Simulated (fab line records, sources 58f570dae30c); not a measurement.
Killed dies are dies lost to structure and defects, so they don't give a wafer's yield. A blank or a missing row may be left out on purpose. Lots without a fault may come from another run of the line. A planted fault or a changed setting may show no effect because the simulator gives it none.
One fault seen from 2 desks | flow berkeley_cmos170 | each desk has only its own numbers; what lay behind them comes last

THE TOOL OWNER'S DESK: pvd_sputter-03
The tool's own readings at UCB170_SILICIDE_SPUTTER_01 (material Ti, target thk 30 nm, time 25 s): means of the sampled wafers that have a number, for each lot that ran on this tool. A lot is out of limits, marked OUT, if its mean lies more than 4 standard deviations from the usual mean; the brackets give that distance.
Columns: A = throttle_valve_pct at UCB170_SILICIDE_SPUTTER_01, usual 29.7 %
lot  | first seen here | A
L232 | day 9 17:30     | 30.0
L239 | day 11 03:32    | 30.0
L240 | day 11 14:52    | 29.5
This desk's finding: nothing out of limits on any of the 3 lots.

THE METROLOGY DESK
What the gauges read, lot by lot, whatever tool the lot ran on: means of the sampled wafers that have a number. A lot is out of limits, marked OUT, if its mean lies more than 4 standard deviations from the usual mean; the brackets give that distance.
Columns: A = PSD_RS at UCB170_SDANNEAL_RS_MEAS_02, usual 75.6 ohm/sq; B = NSD_RS at UCB170_SDANNEAL_RS_MEAS_03, usual 37.24 ohm/sq; C = PLDD_RS at UCB170_SDANNEAL_RS_MEAS_04, usual 1031.6 ohm/sq; D = NLDD_RS at UCB170_SDANNEAL_RS_MEAS_05, usual 616.1 ohm/sq; E = SILICIDE_TI_RS at UCB170_SILICIDE_RS_MEAS_02, usual 26.2 ohm/sq; F = SILICIDE_TI_THK at UCB170_SILICIDE_THK_MEAS_03, usual 30.3 nm
lot  | first seen here | A    | B     | C      | D     | E               | F
L228 | day 9 06:35     | 75.5 | 37.39 | 1035.2 | 616.5 | 25.6            | 31.0
L232 | day 9 16:59     | 76.3 | 37.10 | 1033.5 | 614.1 | 26.1            | 30.4
L239 | day 11 03:00    | 76.0 | 37.33 | 1030.3 | 616.4 | 28.3 (+5.5) OUT | 28.6
L240 | day 11 14:22    | 75.6 | 37.13 | 1027.2 | 614.9 | 30.1 (+10) OUT  | 27.1 (-6.3) OUT
L246 | day 12 01:34    | 76.0 | 37.15 | 1032.3 | 616.5 | 25.9            | 30.5
L249 | day 13 01:37    | 76.0 | 37.24 | 1033.6 | 614.3 | 25.8            | 30.8
This desk's finding: out of limits on L239, L240; first on L239, day 11 03:34 (SILICIDE_TI_RS at UCB170_SILICIDE_RS_MEAS_02). In limits: L228, L232, L246, L249.

PUT TOGETHER
The metrology desk could have raised an alarm at day 11 03:34, on L239, L240.
The tool owner's desk saw nothing out of limits.
The tool owner's desk has L239, L240 on record, within its limits.
Of the lots named, all ran UCB170_SILICIDE_SPUTTER_01 on pvd_sputter-03.

WHAT THE SIMULATOR HAD PUT IN
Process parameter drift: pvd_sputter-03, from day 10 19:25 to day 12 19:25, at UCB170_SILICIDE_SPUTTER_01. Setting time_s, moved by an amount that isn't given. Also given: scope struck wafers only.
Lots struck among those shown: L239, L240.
Hours from the fault's start to each desk's first reading out of limits: the metrology desk, 8.
